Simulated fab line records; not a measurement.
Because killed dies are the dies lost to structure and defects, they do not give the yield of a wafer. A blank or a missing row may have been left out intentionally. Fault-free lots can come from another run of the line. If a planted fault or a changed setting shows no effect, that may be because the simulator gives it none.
fab line records	flow rit_cmos
record: lots: 7	wafers: 21	last_day: 8
route steps=202 shown ACTIVE@7 FOX1@20 FOX2@23 NWELL@28 PWELL@39 M1@202
lots untouched by any fault: they come from a run of this same line in which no faults occurred
start_h: hours from the record's first day to the start of the lot's first wafer shown	wait_h: time in hours since the lot's previous step	" unchanged from the row above	L1.1+2: several wafers, shown together as one row	- no value present, or no start provided	* or withheld: withheld	< > ~ a bound
route shown NAME@n: names a module that has steps shown in the file, with the first one's number in the route	usual: mean and standard deviation over wafers with no fault	same: alike in all rows	chamber/n: place in a boat	sites: per-site readings	_std_site: their standard deviation	_edge_site: outer sites' mean less inner sites'	radius_mm: for every site, how far away it sits from the centre of the wafer	mask NAME#n: copy n	behind: tool/chamber where the wafer was last shaped	hold: why the lot went on hold/how many hours it stayed there/how the hold came to an end	device: the transistor (n, p or np) that didn't switch	end of line: the route-end tests of the same wafers	a step without rows: its recipe alone	killed: not the wafer's yield, but the dies lost to structure and defects at the first sort	map: shows each die of a wafer: x if killed, . if not, _ if none is there
set.NAME: the run value of the setting; set.NAME@STEP: its run value at that earlier step	model.NAME: the simulator's own value behind a step, which no gauge read
certain route steps with their lots: each step a table, each wafer a row
services: from which hour (start_h, from the record's first day; less than 0 if before it) a tool's chamber was out of use, for how many hours, and why
== steps ==
step: RIT_ACTIVE_COAT_06
recipe: resist: NOVOLAK	spin_rpm: 3250	resist_thk_nm: 1000
step: RIT_ACTIVE_SOFTBAKE_07
recipe: resist: NOVOLAK	temp_c: 90	time_s: 60
step: RIT_ACTIVE_EXPOSE_08
recipe: mask_id: M1	na: 0.6	source_shape: conventional	sigma_outer: 0.6	target_cd_nm: 1400	dose_mj: 225
step: RIT_ACTIVE_PEB_09
recipe: resist: NOVOLAK	temp_c: withheld	time_s: withheld
step: RIT_ACTIVE_DEVELOP_10
recipe: resist: NOVOLAK	develop_time_s: 50	dev_temp_c: 23
step: RIT_ACTIVE_CD_MEAS_11
recipe: target_cd_nm: 1400
usual: cd_nm: 1399.4/2.3
lot.wafer	tool	chamber	start_h	wait_h	cd_nm
L680.1	cd_sem-01	-	35.42	-	1401.1
L680.3	"	-	"	"	1402.7
L680.4	"	-	"	"	1402.5
L690.1	cd_sem-02	-	85.64	-	1402.8
L690.5	"	-	"	"	1403.4
L690.6	"	-	"	"	1403.9
L691.1	cd_sem-02	-	89.91	-	1398.8
L691.3	"	-	"	"	1396.5
L691.6	"	-	"	"	1395.9
L692.1	cd_sem-02	-	98.04	-	1397.7
L692.3	"	-	"	"	1397.3
L692.4	"	-	"	"	1399.1
L694.1	cd_sem-02	-	104.56	-	1399.9
L694.3	"	-	"	"	1400.8
L694.5	"	-	"	"	1401.1
L695.1	cd_sem-02	-	110.00	-	1398.7
L695.3	"	-	"	"	1397.7
L695.6	"	-	"	"	1398.6
L699.1	cd_sem-02	-	135.49	-	1399.1
L699.2	"	-	"	"	1397.5
L699.6	"	-	"	"	1396.0
step: RIT_ACTIVE_HARDBAKE_12
recipe: resist: NOVOLAK	temp_c: 140	time_s: 60
step: RIT_ACTIVE_ETCH_13
recipe: stop_on: SiO2	chemistry: SF6	target: Si3N4	time_s: 210	over_etch_frac: 0.4	SF6_flow_sccm: 200	pressure_mtorr: 260	rf_w: 125	target_depth_a: 2100
usual: drypump_motor_current_A: 5.8/0.48	oes_product_au: 0.825/0.011	throttle_valve_pct: 7.53/0.084
same: time_s: 210
lot.wafer	tool	chamber	start_h	wait_h	drypump_motor_current_A	oes_product_au	rf_hours_counter_h	throttle_valve_pct
L680.1	rie_diel-04	0	35.69	0.1	5.7	0.824	36	7.30
L680.3	"	3	"	"	5.6	0.810	57	7.64
L680.4	"	2	"	"	6.7	0.821	18	7.59
L690.1	rie_diel-03	2	85.91	0.1	5.9	0.823	162	7.62
L690.5	"	2	"	"	5.9	0.825	-	7.62
L690.6	"	0	"	"	5.5	0.833	-	7.62
L691.1	rie_diel-01	2	90.18	0.1	5.0	0.816	5	7.47
L691.3	"	0	"	"	6.3	0.829	2	7.53
L691.6	"	2	"	"	5.0	0.810	-	7.47
L692.1	rie_diel-01	1	98.31	0.1	6.3	0.846	93	7.42
L692.3	"	0	"	"	6.3	0.822	2	7.53
L692.4	"	3	"	"	5.8	0.823	55	7.55
L694.1	rie_diel-01	3	104.83	0.1	5.8	0.824	55	7.55
L694.3	"	2	"	"	5.0	0.816	5	7.47
L694.5	"	2	"	"	5.1	0.825	-	7.46
L695.1	rie_diel-01	2	110.27	0.1	5.0	0.818	6	7.47
L695.3	"	3	"	"	5.8	0.815	55	7.56
L695.6	"	1	"	"	6.4	0.836	-	7.41
L699.1	rie_diel-01	2	135.76	0.1	5.1	0.840	6	7.49
L699.2	"	1	"	"	6.4	0.844	93	7.41
L699.6	"	1	"	"	6.4	0.848	-	7.40
step: RIT_ACTIVE_STRIP_14
recipe: chemistry: O2	time_s: 180	resist: NOVOLAK	platen_temp_c: withheld	power_w: 500	pressure_mtorr: 4000	o2_flow_sccm: 4000
usual: drypump_motor_current_A: 5.8/0.41	rf_refl_power_W: 6.3/1.6
same: time_s: 180
lot.wafer	tool	chamber	start_h	wait_h	drypump_motor_current_A	rf_hours_counter_h	rf_refl_power_W
L680.1	plasma_asher-02	1	35.82	0.1	5.5	40	4.0
L680.3	"	1	"	"	5.5	-	4.3
L680.4	"	0	"	"	6.6	-	8.6
L690.1	plasma_asher-01	1	86.04	0.1	6.0	45	7.9
L690.5	"	0	"	"	5.4	-	4.8
L690.6	"	1	"	"	6.0	-	7.8
L691.1	plasma_asher-04	0	90.32	0.1	5.4	44	6.3
L691.3	"	0	"	"	5.4	-	6.3
L691.6	"	1	"	"	6.1	-	4.8
L692.1	plasma_asher-01	1	98.44	0.1	6.0	46	7.8
L692.3	"	1	"	"	5.9	-	7.7
L692.4	"	0	"	"	5.4	-	5.3
L694.1	plasma_asher-01	0	104.97	0.1	5.4	47	5.1
L694.3	"	0	"	"	5.4	-	5.2
L694.5	"	0	"	"	5.4	-	5.0
L695.1	plasma_asher-02	1	110.41	0.1	5.4	47	4.2
L695.3	"	1	"	"	5.4	-	4.1
L695.6	"	1	"	"	5.4	-	4.1
L699.1	plasma_asher-01	1	135.89	0.1	6.0	2	7.8
L699.2	"	0	"	"	5.4	2	5.1
L699.6	"	1	"	"	6.0	-	7.9
step: RIT_ACTIVE_CD_MEAS_90
recipe: target_cd_nm: 1400
usual: cd_nm: 1399.4/2.3
lot.wafer	tool	chamber	start_h	wait_h	cd_nm
L680.1	cd_sem-02	-	36.00	0.1	1401.1
L680.3	"	-	"	"	1402.3
L680.4	"	-	"	"	1402.8
L690.1	cd_sem-02	-	86.22	0.1	1403.0
L690.5	"	-	"	"	1403.4
L690.6	"	-	"	"	1404.3
L691.1	cd_sem-01	-	90.49	0.1	1398.9
L691.3	"	-	"	"	1396.3
L691.6	"	-	"	"	1396.2
L692.1	cd_sem-01	-	98.61	0.1	1397.9
L692.3	"	-	"	"	1397.3
L692.4	"	-	"	"	1399.3
L694.1	cd_sem-01	-	105.14	0.1	1400.4
L694.3	"	-	"	"	1400.5
L694.5	"	-	"	"	1400.4
L695.1	cd_sem-01	-	110.58	0.1	1398.5
L695.3	"	-	"	"	1397.3
L695.6	"	-	"	"	1398.2
L699.1	cd_sem-02	-	136.07	0.1	1398.7
L699.2	"	-	"	"	1397.5
L699.6	"	-	"	"	1396.1
step: RIT_ACTIVE_CLEAN_15
recipe: chemistry: SC1	mix: 3:3:50	time_s: 600	temp_c: 75
step: RIT_ACTIVE_CLEAN_16
recipe: chemistry: dHF	dilution: 50:1	time_s: 30
step: RIT_ACTIVE_CLEAN_17
recipe: chemistry: SC2	mix: 3:3:50	time_s: 600	temp_c: 75	dry: n2_spin
same: time_s: 600
lot.wafer	tool	chamber	start_h	wait_h
L680.1+3+4	wet_bench-03	0	36.34	0.0
L690.1+5+6	wet_bench-02	3	86.53	0.0
L691.1+3+6	wet_bench-02	3	90.82	0.0
L692.1+3+4	wet_bench-02	3	98.94	0.0
L694.1+3+5	wet_bench-02	1	105.46	0.0
L695.1+3+6	wet_bench-02	0	110.91	0.0
L699.1+2+6	wet_bench-03	1	136.38	0.0
step: RIT_FOX1_OXIDATION_00
recipe: temp_c: 1100	ambient: H2O	target_thk_a: 3507	p_h2o_torr: 720	ox_time_s: 1130
step: RIT_FOX1_THK_MEAS_01
recipe: reads: SiO2_of_FOX1_OXIDATION_00
usual: FOX1_OXIDE_THK: 351/6
lot.wafer	tool	chamber	start_h	wait_h	FOX1_OXIDE_THK[nm]
L680.1	film_metro-01	-	37.87	0.0	352
L680.3	"	-	"	"	349
L680.4	"	-	"	"	356
L690.1	film_metro-01	-	91.65	0.0	345
L690.5	"	-	"	"	345
L690.6	"	-	"	"	350
L691.1	film_metro-04	-	96.84	0.0	353
L691.3	"	-	"	"	355
L691.6	"	-	"	"	357
L692.1	film_metro-04	-	100.45	0.0	349
L692.3	"	-	"	"	350
L692.4	"	-	"	"	344
L694.1	film_metro-01	-	108.93	0.0	346
L694.3	"	-	"	"	347
L694.5	"	-	"	"	350
L695.1	film_metro-01	-	115.34	0.0	347
L695.3	"	-	"	"	344
L695.6	"	-	"	"	344
L699.1	film_metro-01	-	141.30	0.0	348
L699.2	"	-	"	"	344
L699.6	"	-	"	"	344
step: RIT_FOX1_WET_ETCH_02
recipe: chemistry: BOE	target_depth_nm: 350	time_s: 390	temp_c: 21.5	dry: n2_spin	dilution: 10:1	target: SiO2
step: RIT_FOX2_OXIDATION_00
recipe: temp_c: 1100	ambient: H2O	target_thk_a: 3507	p_h2o_torr: 720	ox_time_s: 1130
step: RIT_FOX2_THK_MEAS_01
recipe: reads: SiO2_of_FOX2_OXIDATION_00
usual: FOX2_OXIDE_THK: 351/5
lot.wafer	tool	chamber	start_h	wait_h	FOX2_OXIDE_THK[nm]
L680.1	film_metro-01	-	39.36	0.0	349
L680.3	"	-	"	"	356
L680.4	"	-	"	"	352
L690.1	film_metro-02	-	96.84	0.0	347
L690.5	"	-	"	"	345
L690.6	"	-	"	"	346
L691.1	film_metro-04	-	99.01	0.0	348
L691.3	"	-	"	"	354
L691.6	"	-	"	"	350
L692.1	film_metro-04	-	101.94	0.0	350
L692.3	"	-	"	"	349
L692.4	"	-	"	"	349
L694.1	film_metro-04	-	114.02	0.0	355
L694.3	"	-	"	"	352
L694.5	"	-	"	"	354
L695.1	film_metro-01	-	117.73	0.0	352
L695.3	"	-	"	"	349
L695.6	"	-	"	"	362
L699.1	film_metro-04	-	145.81	0.0	341
L699.2	"	-	"	"	348
L699.6	"	-	"	"	346
step: RIT_FOX2_CLEAN_02
recipe: chemistry: dHF	dilution: 50:1	time_s: 180
step: RIT_FOX2_WET_ETCH_03
recipe: chemistry: H3PO4	target: Si3N4	target_depth_nm: 195	temp_c: 165	time_s: 2700
step: RIT_FOX2_THK_MEAS_90
recipe: reads: SiO2_of_FOX2_OXIDATION_00
usual: FIELD_OXIDE_LEFT_1_THK: 324/5
lot.wafer	tool	chamber	start_h	wait_h	FIELD_OXIDE_LEFT_1_THK[nm]
L680.1	film_metro-01	-	40.23	0.0	322
L680.3	"	-	"	"	329
L680.4	"	-	"	"	325
L690.1	film_metro-01	-	97.72	0.0	319
L690.5	"	-	"	"	317
L690.6	"	-	"	"	318
L691.1	film_metro-02	-	99.88	0.0	320
L691.3	"	-	"	"	327
L691.6	"	-	"	"	323
L692.1	film_metro-04	-	102.82	0.0	322
L692.3	"	-	"	"	322
L692.4	"	-	"	"	322
L694.1	film_metro-04	-	114.91	0.0	328
L694.3	"	-	"	"	324
L694.5	"	-	"	"	327
L695.1	film_metro-02	-	118.60	0.0	325
L695.3	"	-	"	"	322
L695.6	"	-	"	"	334
L699.1	film_metro-01	-	146.69	0.0	315
L699.2	"	-	"	"	321
L699.6	"	-	"	"	319
step: RIT_NWELL_HMDS_00
recipe: prime_time_s: 60	prime_temp_c: 140
step: RIT_NWELL_COAT_01
recipe: resist: NOVOLAK	spin_rpm: 2000	resist_thk_nm: 1300
step: RIT_NWELL_SOFTBAKE_02
recipe: resist: NOVOLAK	temp_c: 90	time_s: 60
step: RIT_NWELL_EXPOSE_03
recipe: mask_id: M2	na: 0.57	target_cd_nm: 43900	dose_mj: 250
step: RIT_NWELL_PEB_04
recipe: resist: NOVOLAK	temp_c: withheld	time_s: withheld
step: RIT_NWELL_DEVELOP_05
recipe: resist: NOVOLAK	develop_time_s: 68	dev_temp_c: 23
step: RIT_NWELL_OVL_MEAS_06
usual: NWELL_OVL: 0.7/1.6
lot.wafer	tool	chamber	start_h	wait_h	NWELL_OVL[nm]
L680.1	overlay-02	-	41.17	-	1.4
L680.3	"	-	"	"	1.1
L680.4	"	-	"	"	0.6
L690.1	overlay-01	-	98.65	-	-1.6
L690.5	"	-	"	"	-1.0
L690.6	"	-	"	"	-3.5
L691.1	overlay-02	-	101.10	-	2.1
L691.3	"	-	"	"	2.1
L691.6	"	-	"	"	0.8
L692.1	overlay-01	-	103.76	-	0.2
L692.3	"	-	"	"	0.2
L692.4	"	-	"	"	0.9
L694.1	overlay-01	-	115.85	-	0.8
L694.3	"	-	"	"	0.6
L694.5	"	-	"	"	-1.2
L695.1	overlay-01	-	119.67	-	1.6
L695.3	"	-	"	"	0.7
L695.6	"	-	"	"	1.3
L699.1	overlay-01	-	148.31	-	2.1
L699.2	"	-	"	"	-0.3
L699.6	"	-	"	"	-0.5
step: RIT_NWELL_HARDBAKE_07
recipe: resist: NOVOLAK	temp_c: 140	time_s: 120
step: RIT_NWELL_IMPLANT_08
recipe: species: P	energy_kev: 170	dose_cm2: 5e+13	tilt_deg: 7
step: RIT_NWELL_STRIP_09
recipe: chemistry: O2	time_s: 180	resist: NOVOLAK	platen_temp_c: withheld	power_w: 500	pressure_mtorr: 4000	o2_flow_sccm: 4000
usual: drypump_motor_current_A: 5.7/0.46	rf_refl_power_W: 6.2/1.1
same: time_s: 180
lot.wafer	tool	chamber	start_h	wait_h	drypump_motor_current_A	rf_hours_counter_h	rf_refl_power_W
L680.1	plasma_asher-01	1	41.61	0.1	5.9	40	7.8
L680.3	"	0	"	"	5.4	-	5.2
L680.4	"	1	"	"	5.9	-	7.8
L690.1	plasma_asher-04	0	99.09	0.1	5.4	44	6.0
L690.5	"	1	"	"	6.1	-	4.7
L690.6	"	0	"	"	5.4	-	6.2
L691.1	plasma_asher-03	1	101.54	0.1	5.0	31	7.6
L691.3	"	0	"	"	6.3	-	5.7
L691.6	"	1	"	"	5.0	-	7.6
L692.1	plasma_asher-04	1	104.20	0.1	6.1	45	4.8
L692.3	"	0	"	"	5.4	-	6.6
L692.4	"	1	"	"	6.1	-	5.1
L694.1	plasma_asher-03	0	116.28	0.1	6.3	33	5.4
L694.3	"	1	"	"	5.0	-	7.7
L694.5	"	1	"	"	5.0	-	7.7
L695.1	plasma_asher-04	0	120.10	0.1	5.4	47	6.2
L695.3	"	0	"	"	5.4	-	6.7
L695.6	"	1	"	"	6.1	-	4.9
L699.1	plasma_asher-01	1	148.74	0.1	5.9	3	7.6
L699.2	"	0	"	"	5.4	3	5.0
L699.6	"	0	"	"	5.4	-	5.2
step: RIT_NWELL_TW_MEAS_10
usual: NWELL_TW: 2136/34
lot.wafer	tool	chamber	start_h	wait_h	NWELL_TW
L680.1	film_metro-02	-	41.78	0.1	2146
L680.3	"	-	"	"	2158
L680.4	"	-	"	"	2148
L690.1	film_metro-02	-	99.27	0.1	2165
L690.5	"	-	"	"	2159
L690.6	"	-	"	"	2173
L691.1	film_metro-03	-	101.71	0.1	2158
L691.3	"	-	"	"	2176
L691.6	"	-	"	"	2155
L692.1	film_metro-02	-	104.37	0.1	2168
L692.3	"	-	"	"	2168
L692.4	"	-	"	"	2169
L694.1	film_metro-04	-	116.46	0.1	2095
L694.3	"	-	"	"	2087
L694.5	"	-	"	"	2109
L695.1	film_metro-02	-	120.28	0.1	2151
L695.3	"	-	"	"	2147
L695.6	"	-	"	"	2157
L699.1	film_metro-03	-	148.92	0.1	2166
L699.2	"	-	"	"	2163
L699.6	"	-	"	"	2168
step: RIT_PWELL_HMDS_00
recipe: prime_time_s: 60	prime_temp_c: 140
step: RIT_PWELL_COAT_01
recipe: resist: NOVOLAK	spin_rpm: 2000	resist_thk_nm: 1300
step: RIT_PWELL_SOFTBAKE_02
recipe: resist: NOVOLAK	temp_c: 90	time_s: 60
step: RIT_PWELL_EXPOSE_03
recipe: mask_id: M3	na: 0.57	target_cd_nm: 43700	dose_mj: 250
step: RIT_PWELL_PEB_04
recipe: resist: NOVOLAK	temp_c: withheld	time_s: withheld
step: RIT_PWELL_DEVELOP_05
recipe: resist: NOVOLAK	develop_time_s: 68	dev_temp_c: 23
step: RIT_PWELL_OVL_MEAS_06
usual: PWELL_OVL: 0.1/1.2
lot.wafer	tool	chamber	start_h	wait_h	PWELL_OVL[nm]
L680.1	overlay-02	-	42.94	-	-0.3
L680.3	"	-	"	"	1.9
L680.4	"	-	"	"	-2.0
L690.1	overlay-02	-	100.64	-	-0.1
L690.5	"	-	"	"	-0.7
L690.6	"	-	"	"	-0.1
L691.1	overlay-02	-	102.65	-	-0.9
L691.3	"	-	"	"	0.3
L691.6	"	-	"	"	0.7
L692.1	overlay-01	-	105.31	-	-1.3
L692.3	"	-	"	"	0.0
L692.4	"	-	"	"	-1.0
L694.1	overlay-01	-	117.52	-	1.4
L694.3	"	-	"	"	-0.3
L694.5	"	-	"	"	-0.4
L695.1	overlay-02	-	121.34	-	1.2
L695.3	"	-	"	"	0.7
L695.6	"	-	"	"	-0.5
L699.1	overlay-01	-	150.24	-	-1.4
L699.2	"	-	"	"	-2.4
L699.6	"	-	"	"	-2.3
step: RIT_PWELL_HARDBAKE_07
recipe: resist: NOVOLAK	temp_c: 140	time_s: 120
step: RIT_PWELL_IMPLANT_08
recipe: species: B	energy_kev: 170	dose_cm2: 7e+13	tilt_deg: 7
step: RIT_PWELL_STRIP_09
recipe: chemistry: O2	time_s: 180	resist: NOVOLAK	platen_temp_c: withheld	power_w: 500	pressure_mtorr: 4000	o2_flow_sccm: 4000
usual: drypump_motor_current_A: 5.9/0.55	rf_refl_power_W: 6.0/1.6
same: time_s: 180
lot.wafer	tool	chamber	start_h	wait_h	drypump_motor_current_A	rf_hours_counter_h	rf_refl_power_W
L680.1	plasma_asher-03	0	43.52	0.1	6.3	25	5.6
L680.3	"	0	"	"	6.3	-	5.5
L680.4	"	1	"	"	5.0	-	7.6
L690.1	plasma_asher-04	1	101.12	0.1	6.1	45	4.8
L690.5	"	1	"	"	6.1	-	5.0
L690.6	"	0	"	"	5.4	-	6.3
L691.1	plasma_asher-03	1	103.09	0.1	5.0	31	7.5
L691.3	"	1	"	"	5.0	-	7.4
L691.6	"	0	"	"	6.3	-	5.4
L692.1	plasma_asher-04	0	105.75	0.1	5.4	45	6.3
L692.3	"	1	"	"	6.1	-	5.0
L692.4	"	0	"	"	5.4	-	5.6
L694.1	plasma_asher-02	1	117.96	0.1	5.4	48	4.0
L694.3	"	0	"	"	6.6	-	7.6
L694.5	"	0	"	"	6.6	-	7.9
L695.1	plasma_asher-02	1	121.78	0.1	5.5	48	4.2
L695.3	"	1	"	"	5.5	-	4.0
L695.6	"	0	"	"	6.6	-	8.6
L699.1	plasma_asher-04	1	150.68	0.1	6.1	50	5.0
L699.2	"	0	"	"	5.4	50	6.3
L699.6	"	1	"	"	6.1	-	5.0
step: RIT_M1_PROBE_99
usual: killed_at_contacts: 0.1/0.24	killed_at_front_end: 7/3.1	killed_dies: 7/3.1	killed_open: 3.3/1.9	killed_short: 3.9/2.1
same: gross_dies: 264	killed_at_M0_to_M3: 0	killed_at_M4_up: 0	killed_at_back_side: 0	killed_at_other: 0
lot.wafer	tool	chamber	start_h	wait_h	killed_at_contacts	killed_at_front_end	killed_dies	killed_open	killed_short	model.etest.pmos_0p15.gate_log10_a_cm2	model.etest.nmos_0p15.gate_log10_a_cm2	model.etest.gate_to_diffusion_comb.leak_log10_a_um	model.etest.nmos_narrow.off_log10_a_um	model.etest.gate_end_array.leak_log10_a_um	model.etest.nmos_0p3.off_log10_a_um	model.etest.pmos_narrow.off_log10_a_um	model.etest.pmos_0p3.off_log10_a_um
L680.1	prober-01	-	85.39	0.1	0	4	4	2	2	-6.936	-5.912	-12.69	-13.26	-13.05	-13.17	-13.03	-12.96
L680.3	prober-01	-	85.49	0.2	0	1	1	0	1	-6.604	-5.643	-12.46	-13.31	-13.03	-13.16	-12.85	-13.02
L680.4	prober-01	-	85.54	0.2	0	10	10	2	8	-6.327	-5.364	-12.31	-13.25	-13.03	-13.1	-12.54	-12.88
L691.1	prober-01	-	143.71	0.1	0	7	7	5	2	-6.642	-5.632	-12.39	-13.29	-12.92	-13.2	-12.76	-12.88
L691.3	prober-01	-	143.81	0.2	0	7	7	3	4	-6.856	-5.62	-12.51	-13.3	-12.85	-13.07	-12.78	-12.9
L691.6	prober-01	-	143.96	0.2	0	9	9	5	4	-6.38	-5.342	-12.2	-13.41	-12.86	-13.09	-12.52	-12.59
L690.1	prober-02	-	145.22	0.1	0	1	1	1	0	-6.558	-5.645	-12.48	-13.15	-12.81	-13.03	-12.75	-12.89
L690.5	prober-02	-	145.42	0.2	0	7	7	2	5	-6.389	-5.283	-12.1	-13.26	-12.98	-13.18	-12.91	-12.8
L690.6	prober-02	-	145.47	0.2	0	8	8	5	3	-6.533	-5.505	-12.34	-13.37	-12.91	-13.13	-12.87	-12.9
L692.1	prober-01	-	152.20	0.1	0	5	5	1	4	-1.066	-0.5626	-7.586	-10.94	-11.18	-11.33	-11.19	-10.93
L692.3	prober-01	-	152.30	0.2	0	9	9	4	5	-1.171	-0.5524	-7.556	-11.11	-10.77	-11.01	-11.04	-11.25
L692.4	prober-01	-	152.35	0.2	0	7	7	2	5	-1.258	-0.6812	-7.754	-10.93	-11.06	-11.17	-11.02	-11.17
L694.1	prober-02	-	165.30	0.1	0	6	6	1	5	-0.7038	-0.2731	-7.166	-10.86	-10.6	-10.71	-10.48	-10.48
L694.3	prober-02	-	165.40	0.2	1	6	7	5	2	-0.9591	-0.3201	-7.387	-10.92	-10.3	-10.56	-10.31	-10.59
L694.5	prober-02	-	165.50	0.2	0	7	7	2	5	-0.9757	-0.3503	-7.318	-10.69	-10.39	-10.64	-10.89	-11.07
L695.1	prober-02	-	169.74	0.1	0	12	12	6	6	-1.02	-0.428	-7.406	-11.02	-10.76	-10.84	-10.82	-10.87
L695.3	prober-02	-	169.84	0.2	0	13	13	7	6	-1.093	-0.6103	-7.641	-11.24	-10.89	-11.11	-10.8	-10.91
L695.6	prober-02	-	169.99	0.2	0	9	9	4	5	-1.04	-0.5273	-7.496	-11.02	-10.75	-10.97	-10.69	-10.8
L699.1	prober-01	-	195.80	0.1	1	10	11	3	8	-7.041	-5.731	-12.52	-13.15	-12.94	-13.11	-12.79	-12.96
L699.2	prober-01	-	195.85	0.1	0	8	8	4	4	-7.19	-6.078	-12.84	-13.16	-12.92	-13	-12.94	-13.09
L699.6	prober-01	-	196.05	0.2	0	13	13	7	6	-7.043	-5.965	-12.72	-13.11	-12.91	-13.07	-12.86	-13.1
killed by level:class
L680.1 GATE:geometric_particle:short=1 GATE:geometric_particle:open=1 SILICIDE:geometric_particle:short=1 SILICIDE:geometric_particle:open=1
L680.3 GATE:geometric_particle:short=1
L680.4 GATE:geometric_particle:short=5 FOX2:geometric_particle:short=1 FOX2:geometric_particle:open=1 GATE:geometric_particle:open=1 REOX:geometric_particle:short=1 SPACER:geometric_particle:short=1
L691.1 REOX:geometric_particle:open=3 GATE:geometric_particle:open=2 GATE:geometric_particle:short=1 SPACER:geometric_particle:short=1
L691.3 SPACER:geometric_particle:short=2 FOX1:geometric_particle:open=1 GATE:geometric_particle:short=1 GATE:geometric_particle:open=1 REOX:geometric_particle:open=1 SILICIDE:geometric_particle:short=1
L691.6 GATE:geometric_particle:open=2 REOX:geometric_particle:open=2 REOX:geometric_particle:short=2 FOX1:geometric_particle:short=1 FOX2:geometric_particle:open=1 SPACER:geometric_particle:short=1
L690.1 GATE:geometric_particle:open=1
L690.5 REOX:geometric_particle:short=3 GATE:geometric_particle:open=2 GATE:geometric_particle:short=1 SILICIDE:geometric_particle:short=1
L690.6 FOX2:geometric_particle:open=2 SPACER:geometric_particle:short=2 SPACER:geometric_particle:open=2 FOX2:geometric_particle:short=1 REOX:geometric_particle:open=1
L692.1 FOX1:geometric_particle:short=2 GATE:geometric_particle:short=1 GATE:geometric_particle:open=1 SILICIDE:geometric_particle:short=1
L692.3 REOX:geometric_particle:open=2 FOX1:geometric_particle:open=1 FOX1:geometric_particle:short=1 GATE:geometric_particle:short=1 GATE:geometric_particle:open=1 REOX:geometric_particle:short=1 SPACER:geometric_particle:short=1 SILICIDE:geometric_particle:short=1
L692.4 FOX1:geometric_particle:short=3 GATE:geometric_particle:short=2 REOX:geometric_particle:open=1 SPACER:geometric_particle:open=1
L694.1 FOX1:geometric_particle:short=2 REOX:geometric_particle:short=2 SPACER:geometric_particle:short=1 SILICIDE:geometric_particle:open=1
L694.3 REOX:geometric_particle:open=3 GATE:geometric_particle:open=2 GATE:geometric_particle:short=1 CONTACT:geometric_particle:short=1
L694.5 FOX1:geometric_particle:short=1 FOX2:geometric_particle:short=1 GATE:geometric_particle:open=1 GATE:geometric_particle:short=1 REOX:geometric_particle:open=1 REOX:geometric_particle:short=1 SILICIDE:geometric_particle:short=1
L695.1 REOX:geometric_particle:short=6 REOX:geometric_particle:open=2 SPACER:geometric_particle:open=2 GATE:geometric_particle:open=1 SILICIDE:geometric_particle:open=1
L695.3 FOX2:geometric_particle:open=3 REOX:geometric_particle:short=3 SILICIDE:geometric_particle:open=2 FOX1:geometric_particle:open=1 GATE:geometric_particle:open=1 GATE:geometric_particle:short=1 SPACER:geometric_particle:short=1 SILICIDE:geometric_particle:short=1
L695.6 GATE:geometric_particle:short=2 REOX:geometric_particle:short=2 SILICIDE:geometric_particle:open=2 FOX1:geometric_particle:short=1 GATE:geometric_particle:open=1 SPACER:geometric_particle:open=1
L699.1 GATE:geometric_particle:short=5 GATE:geometric_particle:open=2 FOX2:geometric_particle:short=1 SPACER:geometric_particle:short=1 SILICIDE:geometric_particle:short=1 CONTACT:geometric_particle:open=1
L699.2 GATE:geometric_particle:open=3 GATE:geometric_particle:short=2 FOX1:geometric_particle:short=1 SPACER:geometric_particle:open=1 SPACER:geometric_particle:short=1
L699.6 GATE:geometric_particle:open=7 FOX1:geometric_particle:short=3 GATE:geometric_particle:short=2 FOX2:geometric_particle:short=1
== services ==
tool	chamber	start_h	hours	kind
plasma_asher-03	-	27.16	14.6	pm
plasma_asher-04	-	35.24	10.0	pm
plasma_asher-02	-	44.58	1.2	repair
plasma_asher-04	-	47.58	3.2	repair
rie_diel-03	3	58.70	7.6	repair
rie_diel-03	-	62.19	4.3	pm
rie_diel-03	1	81.59	80.9	repair
plasma_asher-02	-	92.16	14.6	pm
rie_diel-04	2	107.10	10.3	repair
plasma_asher-01	-	108.75	9.0	pm
plasma_asher-01	0	108.75	9.0	vent_cycle
plasma_asher-01	1	108.75	9.0	vent_cycle
plasma_asher-03	-	112.93	2.7	repair
rie_diel-03	0	113.14	5.3	repair
plasma_asher-04	-	116.94	2.9	repair
plasma_asher-01	0	117.75	-	clean
plasma_asher-01	1	117.75	-	clean
rie_diel-03	2	139.80	4.2	repair
== key ==
first_sign none at tools or gauges
model_effect: step: RIT_M1_PROBE_99	value: etest.pmos_0p15.gate_log10_a_cm2	without: -6.727	struck: -1.032
met_at RIT_ACTIVE_CLEAN_17
struck_wafers L692.1,L692.3,L692.4,L694.1,L694.3,L694.5,L695.1,L695.3,L695.6
tester_left_out L692,L694,L695
onset_between 90.82 98.94
fault: kind: metallic_contamination_source	tool: wet_bench-02	chamber: -	onset_h: 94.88	steps: RIT_ACTIVE_CLEAN_17	rate_cm2_per_visit: 1e+13	species: metal_fe_cm2
tester_left_out: of these lots the tester's yield and bins aren't shown, on N5 and GAA mostly nor the transistor test; their killed dies are dies lost to structure and defects alone, not to doping, threshold or leakage, so they don't give the yield
